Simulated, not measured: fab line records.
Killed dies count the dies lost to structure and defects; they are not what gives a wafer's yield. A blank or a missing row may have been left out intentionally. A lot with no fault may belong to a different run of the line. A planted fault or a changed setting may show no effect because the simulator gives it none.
Split-lot study + flow rit_cmos + on a route of 202 steps: 5 lots, 23 wafers read

== THE SPLIT ==
At RIT_PRETRO_SOFTBAKE_02 (time 60 s), the setting temp_c was moved away from the recipe's 90 C on 10 of the 23 wafers read, by -4.1% to +3.9%. For the rest of the wafers, this setting stayed at what the recipe calls for.

== FROM THE SPLIT TO THE READING: what the file shows between them, 2 steps ==
- RIT_PRETRO_EXPOSE_03: exposes mask M5, target cd 43700 nm
- RIT_PRETRO_PEB_04

== THE READING ==
NOVOLAK_of_PRETRO_COAT_01.thk_nm (the simulator's own value, which no gauge read), in nm, at RIT_PRETRO_DEVELOP_05 (develop time 68 s). The file does not state a usual value for it. The 13 wafers here that ran the recipe average 1299 nm, standard deviation 4 nm.

| wafer  | tool, chamber at the split | temp_c as run, C | against the recipe | NOVOLAK_of_PRETRO_COAT_01.thk_nm, nm | against lot-mates on the recipe |
|--------|----------------------------|------------------|--------------------|--------------------------------------|---------------------------------|
| L074.1 | litho_track-04, 0          | 90               | recipe             | 1302                                 | -                               |
| L074.2 | litho_track-04, 0          | 92.47            | +2.7%              | 1293                                 | -8                              |
| L074.6 | litho_track-04, 0          | 92.47            | +2.7%              | 1293                                 | -8                              |
| L074.3 | litho_track-04, 0          | 92.47            | +2.7%              | 1291                                 | -10                             |
| L074.4 | litho_track-04, 0          | 90               | recipe             | 1301                                 | -                               |
| L075.1 | litho_track-03, 0          | 90               | recipe             | 1295                                 | -                               |
| L075.2 | litho_track-03, 0          | 88.52            | -1.6%              | 1300                                 | +5                              |
| L075.4 | litho_track-03, 0          | 88.52            | -1.6%              | 1300                                 | +5                              |
| L075.3 | litho_track-03, 0          | 90               | recipe             | 1296                                 | -                               |
| L075.5 | litho_track-03, 0          | 90               | recipe             | 1294                                 | -                               |
| L078.1 | litho_track-03, 0          | 90               | recipe             | 1295                                 | -                               |
| L078.5 | litho_track-03, 0          | 90               | recipe             | 1295                                 | -                               |
| L078.2 | litho_track-03, 0          | 93.55            | +3.9%              | 1283                                 | -13                             |
| L078.4 | litho_track-03, 0          | 93.55            | +3.9%              | 1283                                 | -13                             |
| L078.6 | litho_track-03, 0          | 90               | recipe             | 1299                                 | -                               |
| L079.3 | litho_track-04, 0          | 90               | recipe             | 1304                                 | -                               |
| L079.4 | litho_track-04, 0          | 90               | recipe             | 1303                                 | -                               |
| L079.5 | litho_track-04, 0          | 90               | recipe             | 1307                                 | -                               |
| L084.1 | litho_track-04, 0          | 86.35            | -4.1%              | 1314                                 | +16                             |
| L084.2 | litho_track-04, 0          | 90               | recipe             | 1297                                 | -                               |
| L084.4 | litho_track-04, 0          | 86.35            | -4.1%              | 1313                                 | +15                             |
| L084.5 | litho_track-04, 0          | 86.35            | -4.1%              | 1310                                 | +12                             |
| L084.6 | litho_track-04, 0          | 90               | recipe             | 1299                                 | -                               |

FIT RESULTS
A straight line over all 23 wafers: NOVOLAK_of_PRETRO_COAT_01.thk_nm changes by -3.19 nm for each +1% of temp_c; r = -0.89; the points scatter about the line by 3.7 nm.
The same after taking each lot's own level away (the mean of its wafers on the recipe; 23 wafers): -3.43 nm for each +1%; r = -0.99; scatter 1.3 nm.
According to that fit, moving temp_c by its largest amount changes the reading by 14 nm.
Across the lots, their own levels run from 1295.0 to 1304.7 nm, a range of 2.4 times the standard deviation given above.
The two slopes agree, so the slope changes little with the lot-to-lot level.
Check: +13.4 nm against its lot-mates is what the line predicts for one of the wafers moved furthest among these (-4.1%) when that wafer is left out of the fit. Against them it came out at +16 nm.

== THE OTHER SPLITS THESE WAFERS WENT THROUGH ==
Note: prior to the reading, these wafers also went through further splits. Each is held against what the fit with the lots' levels taken away leaves over:
| other split on the same wafers    | wafers away from the commonest value | r with NOVOLAK_of_PRETRO_COAT_01.thk_nm (lot level and that fit taken away) |
|-----------------------------------|--------------------------------------|-----------------------------------------------------------------------------|
| RIT_ACTIVE_OXIDATION_01 ox_time_s | 18                                   | -0.05                                                                       |
| RIT_FOX1_OXIDATION_00 ox_time_s   | 15                                   | +0.09                                                                       |
| RIT_FOX2_OXIDATION_00 ox_time_s   | 15                                   | -0.05                                                                       |
| RIT_NWELL_IMPLANT_08 energy_kev   | 11                                   | -0.04                                                                       |
| RIT_PWELL_IMPLANT_08 dose_cm2     | 8                                    | -0.29                                                                       |

== FILE'S OWN FIT ==
NOVOLAK_of_PRETRO_COAT_01.thk_nm changes by -3.39 nm for each +1% of temp_c, r = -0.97.
